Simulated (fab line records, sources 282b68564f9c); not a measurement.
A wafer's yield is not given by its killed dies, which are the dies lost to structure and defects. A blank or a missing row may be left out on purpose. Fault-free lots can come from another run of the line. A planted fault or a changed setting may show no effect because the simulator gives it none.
Split-lot experiment    flow rit_cmos    23 wafers read from 5 lots, route of 202 steps

THE SPLIT ITSELF
At RIT_PRETRO_COAT_01 (resist thk 1300 nm), the setting spin_rpm was moved away from the recipe's 2000 rpm on 7 of the 23 wafers read, by -4.6% to +5.1%. This setting was run at the recipe's value on the other wafers.

FROM THE SPLIT TO THE READING: what the file shows between them, 3 steps
- RIT_PRETRO_SOFTBAKE_02: time 60 s
- RIT_PRETRO_EXPOSE_03: exposes mask M5, target cd 43700 nm
- RIT_PRETRO_DEVELOP_05: develop time 68 s

THE READING
NOVOLAK_of_PRETRO_COAT_01.thk_nm (the simulator's own value, which no gauge read), in nm, at RIT_PRETRO_HARDBAKE_07 (time 120 s). No usual value for it is given in the file. The 16 wafers here that ran the recipe average 1138 nm, standard deviation 2.3 nm.

wafer   tool, chamber at the split  spin_rpm as run, rpm  against the recipe  NOVOLAK_of_PRETRO_COAT_01.thk_nm, nm  against lot-mates on the recipe
L074.1  litho_track-04, 0           1908                  -4.6%               1164                                  +29
L074.2  litho_track-04, 0           1908                  -4.6%               1166                                  +31
L074.3  litho_track-04, 0           2000                  recipe              1134                                  -
L074.4  litho_track-04, 0           2000                  recipe              1136                                  -
L074.5  litho_track-04, 0           1908                  -4.6%               1162                                  +27
L079.2  litho_track-03, 0           2000                  recipe              1140                                  -
L079.3  litho_track-03, 0           2000                  recipe              1137                                  -
L079.4  litho_track-03, 0           2000                  recipe              1139                                  -
L079.6  litho_track-03, 0           2000                  recipe              1139                                  -
L079.5  litho_track-03, 0           2000                  recipe              1138                                  -
L080.1  litho_track-02, 0           2000                  recipe              1134                                  -
L080.2  litho_track-02, 0           2000                  recipe              1138                                  -
L080.3  litho_track-02, 0           2000                  recipe              1136                                  -
L080.4  litho_track-02, 0           2102                  +5.1%               1108                                  -28
L080.5  litho_track-02, 0           2102                  +5.1%               1108                                  -28
L081.1  litho_track-04, 0           2000                  recipe              1142                                  -
L081.2  litho_track-04, 0           2000                  recipe              1142                                  -
L081.3  litho_track-04, 0           1922                  -3.9%               1162                                  +21
L081.5  litho_track-04, 0           2000                  recipe              1140                                  -
L081.6  litho_track-04, 0           1922                  -3.9%               1164                                  +23
L082.3  litho_track-04, 0           2000                  recipe              1139                                  -
L082.4  litho_track-04, 0           2000                  recipe              1139                                  -
L082.6  litho_track-04, 0           2000                  recipe              1140                                  -

FIT RESULTS
A straight line over all 23 wafers: NOVOLAK_of_PRETRO_COAT_01.thk_nm changes by -5.87 nm for each +1% of spin_rpm; r = -0.99; the points scatter about the line by 2.3 nm.
The same after taking each lot's own level away (the mean of its wafers on the recipe; 23 wafers): -5.83 nm for each +1%; r = -0.99; scatter 1.5 nm.
According to that fit, moving spin_rpm by its largest amount changes the reading by 30 nm.
Across the lots, their own levels run from 1135.0 to 1141.3 nm, a range of 2.7 times the standard deviation given above.
Consequently the slope shifts little with the lot-to-lot level, the two slopes agreeing.
Check: for one of the wafers moved furthest among these (+5.1%), held out of the fit, the line's prediction against its lot-mates is -29.9 nm. It came out at -28 nm against them.

ADDITIONAL SPLITS CARRIED BY THESE WAFERS
Other splits were also applied to these wafers ahead of the reading. Each is held against what the fit with the lots' levels taken away leaves over:
other split on the same wafers        wafers away from the commonest value  r with NOVOLAK_of_PRETRO_COAT_01.thk_nm (lot level and that fit taken away)
RIT_ACTIVE_COAT_06 spin_rpm           8                                     -0.12
RIT_ACTIVE_EXPOSE_08 dose_mj          7                                     -0.18
RIT_NRETRO_COAT_01 resist_thk_nm      7                                     +0.33
RIT_NRETRO_DEVELOP_05 develop_time_s  8                                     -0.08

THE WHOLE CHAIN: every reading that the file lists as answering this split, in the file's order
step                    what it does        reading                                                                            change (the file's fit)               r (the file's)
RIT_PRETRO_COAT_01      resist thk 1300 nm  NOVOLAK_of_PRETRO_COAT_01.thk_nm (the simulator's own value, which no gauge read)  -6.76 nm for each +1% of the setting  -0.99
RIT_PRETRO_HARDBAKE_07  time 120 s          NOVOLAK_of_PRETRO_COAT_01.thk_nm (the simulator's own value, which no gauge read)  -5.82 nm for each +1% of the setting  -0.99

THE FILE'S OWN FIT
NOVOLAK_of_PRETRO_COAT_01.thk_nm changes by -5.82 nm for each +1% of spin_rpm, r = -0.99.
